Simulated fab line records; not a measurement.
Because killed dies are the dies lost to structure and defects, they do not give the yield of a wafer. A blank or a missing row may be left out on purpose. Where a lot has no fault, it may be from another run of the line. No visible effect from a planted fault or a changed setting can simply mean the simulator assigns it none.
Split-lot study || flow berkeleyCmos170 || 23 wafers read across 5 lots, on a route 331 steps long

THE SPLIT
At UCB170_BACKSIDE_STRIP_03 (strips in O2), the setting powerW was moved away from the recipe's 400 W on 7 of the 23 wafers read, by -10.6% to +9.4%. For the rest of the wafers, this setting stayed at what the recipe calls for.

The reading is taken at the split's own step.

THE READING
oesProductAu, in a.u., at UCB170_BACKSIDE_STRIP_03 (strips in O2). Typical for fault-free wafers on this fab line: 0.734 a.u., with standard deviation 0.0044 a.u.

{"wafer": "L078.1", "tool, chamber at the split": "plasmaAsher-04, 1", "powerW as run, W": 400, "against the recipe": "recipe", "oesProductAu, a.u.": 0.729, "against lot-mates on the recipe": "-"}
{"wafer": "L078.2", "tool, chamber at the split": "plasmaAsher-04, 0", "powerW as run, W": 434.4, "against the recipe": "+8.6%", "oesProductAu, a.u.": 0.761, "against lot-mates on the recipe": "+0.028"}
{"wafer": "L078.3", "tool, chamber at the split": "plasmaAsher-04, 1", "powerW as run, W": 400, "against the recipe": "recipe", "oesProductAu, a.u.": 0.736, "against lot-mates on the recipe": "-"}
{"wafer": "L078.4", "tool, chamber at the split": "plasmaAsher-04, 0", "powerW as run, W": 434.4, "against the recipe": "+8.6%", "oesProductAu, a.u.": 0.766, "against lot-mates on the recipe": "+0.033"}
{"wafer": "L078.5", "tool, chamber at the split": "plasmaAsher-04, 0", "powerW as run, W": 400, "against the recipe": "recipe", "oesProductAu, a.u.": 0.733, "against lot-mates on the recipe": "-"}
{"wafer": "L082.1", "tool, chamber at the split": "plasmaAsher-02, 0", "powerW as run, W": 400, "against the recipe": "recipe", "oesProductAu, a.u.": 0.741, "against lot-mates on the recipe": "-"}
{"wafer": "L082.2", "tool, chamber at the split": "plasmaAsher-02, 1", "powerW as run, W": 400, "against the recipe": "recipe", "oesProductAu, a.u.": 0.738, "against lot-mates on the recipe": "-"}
{"wafer": "L082.3", "tool, chamber at the split": "plasmaAsher-02, 1", "powerW as run, W": 400, "against the recipe": "recipe", "oesProductAu, a.u.": 0.730, "against lot-mates on the recipe": "-"}
{"wafer": "L082.4", "tool, chamber at the split": "plasmaAsher-02, 0", "powerW as run, W": 400, "against the recipe": "recipe", "oesProductAu, a.u.": 0.726, "against lot-mates on the recipe": "-"}
{"wafer": "L082.5", "tool, chamber at the split": "plasmaAsher-02, 0", "powerW as run, W": 400, "against the recipe": "recipe", "oesProductAu, a.u.": 0.735, "against lot-mates on the recipe": "-"}
{"wafer": "L083.1", "tool, chamber at the split": "plasmaAsher-04, 1", "powerW as run, W": 357.7, "against the recipe": "-10.6%", "oesProductAu, a.u.": 0.700, "against lot-mates on the recipe": -0.040}
{"wafer": "L083.2", "tool, chamber at the split": "plasmaAsher-04, 0", "powerW as run, W": 400, "against the recipe": "recipe", "oesProductAu, a.u.": 0.738, "against lot-mates on the recipe": "-"}
{"wafer": "L083.4", "tool, chamber at the split": "plasmaAsher-04, 0", "powerW as run, W": 357.7, "against the recipe": "-10.6%", "oesProductAu, a.u.": 0.693, "against lot-mates on the recipe": -0.047}
{"wafer": "L083.5", "tool, chamber at the split": "plasmaAsher-04, 1", "powerW as run, W": 357.7, "against the recipe": "-10.6%", "oesProductAu, a.u.": 0.691, "against lot-mates on the recipe": -0.049}
{"wafer": "L083.6", "tool, chamber at the split": "plasmaAsher-04, 0", "powerW as run, W": 400, "against the recipe": "recipe", "oesProductAu, a.u.": 0.741, "against lot-mates on the recipe": "-"}
{"wafer": "L085.1", "tool, chamber at the split": "plasmaAsher-02, 0", "powerW as run, W": 437.6, "against the recipe": "+9.4%", "oesProductAu, a.u.": 0.763, "against lot-mates on the recipe": "+0.030"}
{"wafer": "L085.2", "tool, chamber at the split": "plasmaAsher-02, 1", "powerW as run, W": 400, "against the recipe": "recipe", "oesProductAu, a.u.": 0.730, "against lot-mates on the recipe": "-"}
{"wafer": "L085.3", "tool, chamber at the split": "plasmaAsher-02, 1", "powerW as run, W": 400, "against the recipe": "recipe", "oesProductAu, a.u.": 0.730, "against lot-mates on the recipe": "-"}
{"wafer": "L085.4", "tool, chamber at the split": "plasmaAsher-02, 0", "powerW as run, W": 400, "against the recipe": "recipe", "oesProductAu, a.u.": 0.738, "against lot-mates on the recipe": "-"}
{"wafer": "L085.6", "tool, chamber at the split": "plasmaAsher-02, 1", "powerW as run, W": 437.6, "against the recipe": "+9.4%", "oesProductAu, a.u.": 0.763, "against lot-mates on the recipe": "+0.030"}
{"wafer": "L084.1", "tool, chamber at the split": "plasmaAsher-01, 0", "powerW as run, W": 400, "against the recipe": "recipe", "oesProductAu, a.u.": 0.733, "against lot-mates on the recipe": "-"}
{"wafer": "L084.5", "tool, chamber at the split": "plasmaAsher-01, 0", "powerW as run, W": 400, "against the recipe": "recipe", "oesProductAu, a.u.": 0.736, "against lot-mates on the recipe": "-"}
{"wafer": "L084.6", "tool, chamber at the split": "plasmaAsher-01, 1", "powerW as run, W": 400, "against the recipe": "recipe", "oesProductAu, a.u.": 0.739, "against lot-mates on the recipe": "-"}

THE FIT
A straight line over all 23 wafers: oesProductAu changes by +0.00349 a.u. for each +1% of powerW; r = +0.97; the points scatter about the line by 0.0045 a.u.
The same after taking each lot's own level away (the mean of its wafers on the recipe; 23 wafers): +0.00383 a.u. for each +1%; r = +0.98; scatter 0.0043 a.u.
The reading moves by 0.041 a.u. for the largest change in powerW, on that fit.
Measured against the standard deviation above, the lots' own levels, which go from 0.7327 to 0.7395 a.u., span 1.6 times it.
The two slopes are in agreement: the lot-to-lot level therefore moves the slope only a little.
Check: -0.0424 a.u. against its lot-mates is what the line predicts for one of the wafers moved furthest among these (-10.6%) when that wafer is left out of the fit. Against them it came out at -0.0395 a.u.
Tool readings at the split's step, against how far the setting was moved: oesProductAu r = +0.97; stripTimeToEndpointS r = -0.99.

OTHER SPLITS ON THESE WAFERS
Note: prior to the reading, these wafers also went through further splits. Each is held against what the fit with the lots' levels taken away leaves over:
{"other split on the same wafers": "UCB170_SPACER_CVD_00 rfW", "wafers away from the commonest value": 10, "r with oesProductAu (lot level and that fit taken away)": "+0.00"}
{"other split on the same wafers": "UCB170_PSD_PEB_04 pebTempC", "wafers away from the commonest value": 9, "r with oesProductAu (lot level and that fit taken away)": "+0.11"}
{"other split on the same wafers": "UCB170_NSD_COAT_01 resistThkNm", "wafers away from the commonest value": 10, "r with oesProductAu (lot level and that fit taken away)": -0.34}

THE WHOLE CHAIN: every reading that the file lists as answering this split, in the file's order
{"step": "UCB170_BACKSIDE_STRIP_03", "what it does": "strips in O2", "reading": "oesProductAu", "change (the file's fit)": "+0.00375 a.u. for each +1% of the setting", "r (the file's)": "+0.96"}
{"step": "UCB170_BACKSIDE_STRIP_03", "what it does": "strips in O2", "reading": "stripTimeToEndpointS", "change (the file's fit)": "withheld for each +1% of the setting", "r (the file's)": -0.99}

THE FILE'S OWN FIT
oesProductAu changes by +0.00375 a.u. for each +1% of powerW, r = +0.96.
